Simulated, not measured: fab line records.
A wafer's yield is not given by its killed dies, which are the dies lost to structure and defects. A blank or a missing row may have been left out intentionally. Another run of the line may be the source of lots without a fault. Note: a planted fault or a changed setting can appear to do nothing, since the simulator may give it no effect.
One fault seen from 2 desks :: flow rit cmos :: every desk sees just its own numbers, and what lay behind them comes last

AT THE METROLOGY DESK
Means of the sampled wafers that have a number, per lot and without regard to the tool the lot ran on: this is what the gauges read. The brackets show how far a lot's mean lies from the usual mean; more than 4 standard deviations puts the lot out of limits, marked OUT.
Columns: A = NSD_TW at RIT_NSD_TW_MEAS_10, usual 3149; B = NSD_RS at RIT_SDANNEAL_RS_MEAS_05, usual 83.29 ohm/sq
lot: L409
first seen here: day 2 23:32
A: 3179
B: 83.00

lot: L410
first seen here: day 3 05:20
A: 3133
B: 83.33

lot: L411
first seen here: day 3 09:08
A: 3192
B: 83.30

lot: L412
first seen here: day 3 14:24
A: 3154
B: 82.98

lot: L413
first seen here: day 3 18:38
A: 3139
B: 83.76

lot: L414
first seen here: day 4 00:59
A: 3158
B: 83.19

lot: L416
first seen here: day 4 10:08
A: 3145
B: 83.58

lot: L417
first seen here: day 4 15:04
A: 3146
B: 83.51

lot: L420
first seen here: day 5 06:09
A: 3111
B: 83.01

lot: L421
first seen here: day 5 11:06
A: 2836 (-15) OUT
B: 86.31 (+12) OUT

lot: L422
first seen here: day 5 17:32
A: 2881 (-13) OUT
B: 86.24 (+11) OUT

lot: L429
first seen here: day 7 03:17
A: 3151
B: 82.98

lot: L431
first seen here: day 7 15:22
A: 3148
B: 83.28

lot: L432
first seen here: day 7 23:20
A: 3141
B: 83.64
This desk's finding: out of limits on L421, L422; first on L421, day 5 11:06 (NSD_TW at RIT_NSD_TW_MEAS_10). Within limits: L409, L410, L411, L412, L413, L414, L416, L417, L420, L429, L431, L432.

FOR THE TOOL OWNER'S DESK: implanter-02
The tool's own readings at RIT_NSD_IMPLANT_08: means of the sampled wafers that have a number, for each lot that ran on this tool. The brackets show how far a lot's mean lies from the usual mean; more than 4 standard deviations puts the lot out of limits, marked OUT.
Columns: A = beam energy keV at RIT_NSD_IMPLANT_08, usual 25.000; B = beam on s at RIT_NSD_IMPLANT_08, usual 10.00 s; C = end station pressure torr at RIT_NSD_IMPLANT_08, usual 7.6e-06 Torr
lot: L410
first seen here: day 3 05:02
A: 25.007
B: 9.93
C: 7.8e-06

lot: L411
first seen here: day 3 08:49
A: 25.002
B: 10.01
C: 7.9e-06

lot: L413
first seen here: day 3 18:22
A: 25.008
B: 10.04
C: 7.5e-06

lot: L421
first seen here: day 5 10:47
A: 17.504 (-99 or more) OUT
B: 9.91
C: 7.1e-06

lot: L422
first seen here: day 5 17:13
A: 17.493 (-99 or more) OUT
B: 9.89
C: 7.4e-06
This desk finds L421, L422 out of limits, L421 being first, at day 5 10:47 (beam energy keV at RIT_NSD_IMPLANT_08). Within limits: L410, L411, L413.

PUT TOGETHER
An alarm could have come from the tool owner's desk at day 5 10:47, on L421, L422.
Metrology desk: alarm possible at day 5 11:06 on L421, L422.
RIT_NSD_IMPLANT_08 was run on implanter-02 by each of the lots named.

WHAT THE SIMULATOR PUT IN
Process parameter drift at RIT_NSD_IMPLANT_08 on implanter-02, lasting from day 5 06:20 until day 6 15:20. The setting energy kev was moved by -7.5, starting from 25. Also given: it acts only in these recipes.
Shown lots that were struck: L421, L422.
Hours from the fault's start to each desk's first reading out of limits: the tool owner's desk, 4; the metrology desk, 5.
